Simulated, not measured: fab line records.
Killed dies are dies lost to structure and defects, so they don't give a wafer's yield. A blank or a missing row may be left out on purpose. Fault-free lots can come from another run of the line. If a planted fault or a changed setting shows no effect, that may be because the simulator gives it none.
fab line records    flow rit_cmos
record: lots: 6  wafers: 18  last_day: 7
route steps=202 shown NRETRO@61 PRETRO@64
lots that met no fault: from a run of the same line without faults
start_h: start of the lot's first displayed wafer, in hours after the record's first day    wait_h: how many hours have passed since the lot's step before this one    " unchanged from the row above    L1.1+2: a row that stands for several wafers    - no value present, or no start provided    * or withheld: withheld    < > ~ a bound
route shown NAME@n: a module of which the file shows steps, and the number in the route of the first    usual: mean/standard deviation of fault-free wafers    same: alike in all rows    chamber/n: place in a boat    sites: per-site readings    _std_site: standard deviation across them    _edge_site: the outer-site mean with the inner-site mean subtracted    radius_mm: for every site, how far away it sits from the centre of the wafer    mask NAME#n: copy n    behind: the most recent tool/chamber to have shaped the wafer    hold: cause of the lot's hold/its duration in hours/its outcome    device: the n, p or np transistor that did not switch    end of line: the same wafers' tests at the end of the route    for a step that has no rows: nothing shown but its recipe    killed: the dies lost at the first sort to structure and to defects; this is not the yield of the wafer    map: a wafer's dies, marking killed ones x, the rest . and places with no die _
set.NAME: setting as actually run; set.NAME@STEP: the setting as run at that earlier step    model.NAME: the simulator's own value behind a step, which no gauge read
a table for each step, a row for each wafer; lots at some steps of the route
services: a tool's chamber out of use, with start hour (start_h, from the record's first day; less than 0 if before it), hours out, and reason
== steps ==
step: RIT_NRETRO_IMPLANT_08
recipe: species: P  energy_kev: 70  dose_cm2: 9.845e+12  tilt_deg: 7
step: RIT_NRETRO_STRIP_09
recipe: chemistry: O2  time_s: 180  resist: NOVOLAK  platen_temp_c: withheld  power_w: 500  pressure_mtorr: 4000  o2_flow_sccm: 4000
usual: chamber_pressure_mTorr: 4000/3.6  drypump_motor_current_A: 5.93/0.24
lot.wafer  tool             chamber  start_h  wait_h  chamber_pressure_mTorr  drypump_motor_current_A  rf_hours_counter_h
L976.1     plasma_asher-04  0        40.61    0.1     4002                    6.35                     26
L976.2     "                1        "        "       3993                    5.86                     26
L976.5     "                1        "        "       3995                    5.88                     -
L977.4     plasma_asher-02  0        45.27    0.1     4006                    5.79                     -
L977.5     "                0        "        "       3995                    5.80                     -
L977.6     "                1        "        "       4002                    5.83                     -
L988.2     plasma_asher-04  1        99.93    0.1     3999                    5.88                     33
L988.3     "                0        "        "       4000                    6.39                     -
L988.6     "                0        "        "       4001                    6.39                     -
L989.1     plasma_asher-02  0        107.02   0.1     4000                    5.91                     46
L989.4     "                1        "        "       3999                    5.81                     -
L989.6     "                1        "        "       4003                    5.82                     -
L992.1     plasma_asher-04  0        121.53   0.1     3995                    6.41                     35
L992.2     "                1        "        "       4008                    5.84                     35
L992.5     "                1        "        "       4001                    5.86                     -
L997.2     plasma_asher-03  0        147.48   0.1     4007                    5.58                     50
L997.5     "                0        "        "       4004                    5.57                     -
L997.6     "                1        "        "       3997                    6.05                     -
step: RIT_NRETRO_TW_MEAS_10
usual: NRETRO_TW: 1041/5.3
lot.wafer  tool           chamber  start_h  wait_h  NRETRO_TW
L976.1     film_metro-01  -        40.78    0.1     1039
L976.2     "              -        "        "       1047
L976.5     "              -        "        "       1037
L977.4     film_metro-02  -        45.42    0.1     1044
L977.5     "              -        "        "       1049
L977.6     "              -        "        "       1046
L988.2     film_metro-02  -        100.11   0.1     1047
L988.3     "              -        "        "       1042
L988.6     "              -        "        "       1047
L989.1     film_metro-03  -        107.19   0.1     1036
L989.4     "              -        "        "       1038
L989.6     "              -        "        "       1036
L992.1     film_metro-03  -        121.71   0.1     1043
L992.2     "              -        "        "       1040
L992.5     "              -        "        "       1043
L997.2     film_metro-02  -        147.67   0.1     1041
L997.5     "              -        "        "       1041
L997.6     "              -        "        "       1045
step: RIT_PRETRO_HMDS_00
recipe: prime_time_s: 60  prime_temp_c: 140
step: RIT_PRETRO_COAT_01
recipe: resist: NOVOLAK  spin_rpm: 2000  resist_thk_nm: 1300
step: RIT_PRETRO_SOFTBAKE_02
recipe: resist: NOVOLAK  temp_c: 90  time_s: 60
step: RIT_PRETRO_EXPOSE_03
recipe: mask_id: M5  na: 0.57  target_cd_nm: 43700  dose_mj: 250
step: RIT_PRETRO_PEB_04
recipe: resist: NOVOLAK  temp_c: withheld  time_s: withheld
step: RIT_PRETRO_DEVELOP_05
recipe: resist: NOVOLAK  develop_time_s: 65.46  dev_temp_c: 23
step: RIT_PRETRO_OVL_MEAS_06
usual: PRETRO_OVL: -1.8/1.4
lot.wafer  tool        chamber  start_h  wait_h  PRETRO_OVL[nm]
L976.1     overlay-02  -        41.72    -       -3.0
L976.2     "           -        "        "       -4.1
L976.5     "           -        "        "       -4.4
L977.4     overlay-01  -        46.35    -       -0.3
L977.5     "           -        "        "       0.4
L977.6     "           -        "        "       -0.5
L988.2     overlay-02  -        101.17   -       -1.2
L988.3     "           -        "        "       -4.1
L988.6     "           -        "        "       -1.0
L989.1     overlay-02  -        108.13   -       -3.2
L989.4     "           -        "        "       -2.3
L989.6     "           -        "        "       -0.8
L992.1     overlay-01  -        122.65   -       -2.8
L992.2     "           -        "        "       -1.9
L992.5     "           -        "        "       -3.3
L997.2     overlay-02  -        149.02   -       -1.5
L997.5     "           -        "        "       -3.9
L997.6     "           -        "        "       -5.3
step: RIT_PRETRO_HARDBAKE_07
recipe: resist: NOVOLAK  temp_c: 140  time_s: 120
step: RIT_PRETRO_IMPLANT_08
recipe: species: B  energy_kev: 45  dose_cm2: 1.2e+13  tilt_deg: 7
step: RIT_PRETRO_STRIP_09
recipe: chemistry: O2  time_s: 180  resist: NOVOLAK  platen_temp_c: withheld  power_w: 500  pressure_mtorr: 4000  o2_flow_sccm: 4000
usual: chamber_pressure_mTorr: 4000/3.2  drypump_motor_current_A: 5.88/0.21
lot.wafer  tool             chamber  start_h  wait_h  chamber_pressure_mTorr  drypump_motor_current_A  rf_hours_counter_h  model.NOVOLAK_of_PRETRO_COAT_01.thk_nm
L976.1     plasma_asher-02  1        42.16    0.1     3995                    5.83                     39                  0
L976.2     "                0        "        "       4001                    5.85                     39                  0
L976.5     "                1        "        "       4001                    5.83                     -                   0
L977.4     plasma_asher-02  1        46.82    0.1     3999                    5.82                     -                   0
L977.5     "                0        "        "       4003                    5.82                     -                   0
L977.6     "                1        "        "       3999                    5.82                     -                   0
L988.2     plasma_asher-03  1        101.60   0.1     -                       -                        -                   1136
L988.3     "                0        "        "       -                       -                        -                   1133
L988.6     "                1        "        "       -                       -                        -                   1131
L989.1     plasma_asher-02  1        108.57   0.1     -                       -                        -                   1138
L989.4     "                1        "        "       -                       -                        -                   1134
L989.6     "                0        "        "       -                       -                        -                   1137
L992.1     plasma_asher-02  0        123.08   0.1     3997                    5.85                     48                  0
L992.2     "                1        "        "       3996                    5.83                     48                  0
L992.5     "                1        "        "       4001                    5.82                     -                   0
L997.2     plasma_asher-03  0        149.45   0.1     4002                    5.61                     50                  0
L997.5     "                1        "        "       4004                    6.02                     -                   0
L997.6     "                0        "        "       3998                    5.59                     -                   0
step: RIT_PRETRO_TW_MEAS_10
usual: PRETRO_TW: 473.6/2.9
lot.wafer  tool           chamber  start_h  wait_h  PRETRO_TW
L976.1     film_metro-04  -        42.33    0.1     474.5
L976.2     "              -        "        "       477.5
L976.5     "              -        "        "       476.3
L977.4     film_metro-03  -        46.97    0.1     468.6
L977.5     "              -        "        "       468.4
L977.6     "              -        "        "       467.9
L988.2     film_metro-03  -        101.79   0.1     469.5
L988.3     "              -        "        "       469.3
L988.6     "              -        "        "       467.9
L989.1     film_metro-04  -        108.74   0.1     475.9
L989.4     "              -        "        "       476.7
L989.6     "              -        "        "       475.7
L992.1     film_metro-04  -        123.26   0.1     474.2
L992.2     "              -        "        "       473.9
L992.5     "              -        "        "       475.8
L997.2     film_metro-02  -        149.64   0.1     476.3
L997.5     "              -        "        "       476.0
L997.6     "              -        "        "       477.6
== services ==
tool             chamber  start_h  hours  kind
plasma_asher-03  -        37.01    14.6   pm
plasma_asher-02  -        51.44    2.8    pm
== key ==
first_sign: step: RIT_PRETRO_STRIP_09  reading: tool_record  direction: missing
effect none on later readings
model_effect: step: RIT_PRETRO_STRIP_09  value: NOVOLAK_of_PRETRO_COAT_01.thk_nm  without: 0  struck: 1135
met_at RIT_PRETRO_STRIP_09
struck_wafers L988.2,L988.3,L988.6,L989.1,L989.4,L989.6
later_rows_left_out L988.2,L988.3,L988.6,L989.1,L989.4,L989.6
sort_left_out L988.2,L988.3,L988.6,L989.1,L989.4,L989.6
tester_left_out L988,L989
onset_between 46.82 101.60
fault: kind: skipped_step_whole  tool: plasma_asher-02,plasma_asher-03  chamber: -  onset_h: 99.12  steps: RIT_PRETRO_STRIP_09  scope: struck_lots_only
tester_left_out: of these lots the tester's yield and bins aren't shown, on N5 and GAA mostly nor the transistor test; their killed dies are dies lost to structure and defects alone, not to doping, threshold or leakage, so they don't give the yield
sort_left_out: the simulated sort isn't trusted on such a fault, so these wafers' sort isn't shown, and their yield isn't known
later_rows_left_out: the simulator's readings of these wafers behind a module that went badly wrong aren't trusted and aren't shown, but for the sort
